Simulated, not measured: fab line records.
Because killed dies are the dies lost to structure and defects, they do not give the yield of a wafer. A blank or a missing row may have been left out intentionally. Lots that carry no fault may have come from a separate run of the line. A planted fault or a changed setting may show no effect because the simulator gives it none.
The tool behind it: which one? | flow ritCmos | 42 wafers from 14 lots sampled at 2 of the route's 202 steps

== WHAT EACH GAUGE READ, for each wafer ==
RIT_FOX1_THK_MEAS_01.
lot  | measured    | on           | FOX1_OXIDE_THK (nm)
L280 | day 1 17:52 | filmMetro-03 | 352 351 360
L281 | day 1 23:22 | filmMetro-01 | 363 360 355
L282 | day 2 03:14 | filmMetro-03 | 357 360 354
L283 | day 2 10:11 | filmMetro-01 | 355 365 365
L284 | day 2 14:14 | filmMetro-03 | 359 361 359
L285 | day 2 20:26 | filmMetro-03 | 353 353 350
L286 | day 3 01:11 | filmMetro-01 | 349 353 355
L287 | day 3 05:53 | filmMetro-01 | 345 342 350
L288 | day 3 09:10 | filmMetro-01 | 302 310 307
L290 | day 3 21:22 | filmMetro-01 | 357 357 350
L294 | day 4 16:44 | filmMetro-03 | 303 305 300
L297 | day 5 06:20 | filmMetro-03 | 342 340 347
L300 | day 5 22:34 | filmMetro-01 | 361 364 367
L301 | day 6 02:26 | filmMetro-01 | 363 369 372

== WHICH TOOL RAN EACH LOT (tool, then ch and the chambers of the sampled wafers, then the start) ==
lot  | RIT_FOX1_OXIDATION_00
L280 | furnace-01 ch 0, day 1 16:32
L281 | furnace-04 ch 0, day 1 22:03
L282 | furnace-04 ch 0, day 2 01:55
L283 | furnace-04 ch 0, day 2 08:51
L284 | furnace-03 ch 0, day 2 12:55
L285 | furnace-01 ch 0, day 2 19:08
L286 | furnace-03 ch 0, day 2 23:53
L287 | furnace-03 ch 0, day 3 04:32
L288 | furnace-03 ch 0, day 3 07:51
L290 | furnace-04 ch 0, day 3 20:03
L294 | furnace-03 ch 0, day 4 15:24
L297 | furnace-01 ch 0, day 5 05:01
L300 | furnace-04 ch 0, day 5 21:15
L301 | furnace-04 ch 0, day 6 01:07
- RIT_FOX1_OXIDATION_00: target thk 350.7 nm, ox time 1130 s.

== WHAT THE TOOLS THEMSELVES READ (means of the sampled wafers that have a number; where no wafer has one, the mark that the record gives instead) ==
RIT_FOX1_OXIDATION_00.
lot  | tool       | spikeTcCentreC (C) | spikeTcLoadC (C) | spikeTcSourceC (C) | tubeCenterTempC (C) | tube_center_temp_C_max
L280 | furnace-01 | 1102.2             | 1126.6           | 1126               | 1100                | 1103.0
L281 | furnace-04 | 1103.0             | 1128.8           | 1118               | 1100                | 1102.6
L282 | furnace-04 | 1105.0             | 1130.8           | 1118               | 1100                | 1102.8
L283 | furnace-04 | 1104.6             | 1129.3           | 1118               | 1100                | 1103.0
L284 | furnace-03 | 1101.7             | 1128.1           | 1125               | 1100                | 1102.7
L285 | furnace-01 | 1101.3             | 1125.4           | 1126               | 1100                | 1102.9
L286 | furnace-03 | 1101.6             | 1127.5           | 1125               | 1100                | 1102.7
L287 | furnace-03 | 1101.7             | 1128.1           | 1125               | 1100                | 1103.1
L288 | furnace-03 | 1076.8             | 1103.3           | 1100               | 1075                | 1077.4
L290 | furnace-04 | 1104.3             | 1129.2           | 1117               | 1100                | 1102.6
L294 | furnace-03 | 1076.7             | 1102.4           | 1100               | 1075                | 1077.8
L297 | furnace-01 | 1101.0             | 1126.0           | 1126               | 1100                | 1102.5
L300 | furnace-04 | 1104.0             | 1129.4           | 1117               | 1100                | 1102.9
L301 | furnace-04 | 1103.9             | 1130.7           | 1117               | 1100                | 1103.1

== THE ANSWER, worked out from the rows above alone ==
Rule: the lots themselves supply what counts as usual. Put in order of their means at a reading, lots are off if they are a third of the lots or fewer, leave a main group of 4 or more, and stand apart from it by a gap of 3 or more times the standard deviation of the main group's means; of several such gaps the widest counts. If all means in a main group match to the digits the tables above print for the reading, that group is not used. Also off: a lot with no number at a reading for which 4 or more lots have one. All remaining lots with rows at the step are treated as sound. After the gauges, taken in route order, come the tools' own readings; for these a lot's mean is taken, as printed above. The first step at which some lot is off is used, and at that step the reading that is off furthest; a lot without a number counts as furthest.
Off: at RIT_FOX1_THK_MEAS_01 (FOX1_OXIDE_THK), L288, L294. Mean 356 nm and standard deviation 6.9 in the main group.
If a tool, at a process step before that reading, ran all the lots that are off and no sound lot after the first of them, it fits. The gauges at RIT_FOX1_THK_MEAS_01 aren't tried: what is off there is off at RIT_FOX1_OXIDATION_00 too, on other tools, and a gauge's error can't cause that. One fits: furnace-03 at RIT_FOX1_OXIDATION_00. A fault onset in the window from L287 (day 3 04:32, its last sound lot) to L288 (day 3 07:51, its first lot off) fits.
The tool's own readings at RIT_FOX1_OXIDATION_00 bear it out: on the lots that are off they differ by more than 5 times the standard deviation of the sound lots' means. spikeTcCentreC reads 1076.8 C there against 1102.9 C on the sound lots; spikeTcLoadC reads 1102.8 C there against 1128.3 C on the sound lots; spikeTcSourceC reads 1100 C there against 1122 C on the sound lots; tubeCenterTempC reads 1075 C there against 1100 C on the sound lots; tube_center_temp_C_max reads 1077.6 there against 1102.8 on the sound lots.

== WHAT THE SIMULATOR PUT IN ==
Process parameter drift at RIT_FOX1_OXIDATION_00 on furnace-03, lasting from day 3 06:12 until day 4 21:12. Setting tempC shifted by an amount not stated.
Lots struck among those shown: L288, L294. The rule given above showed the same thing.
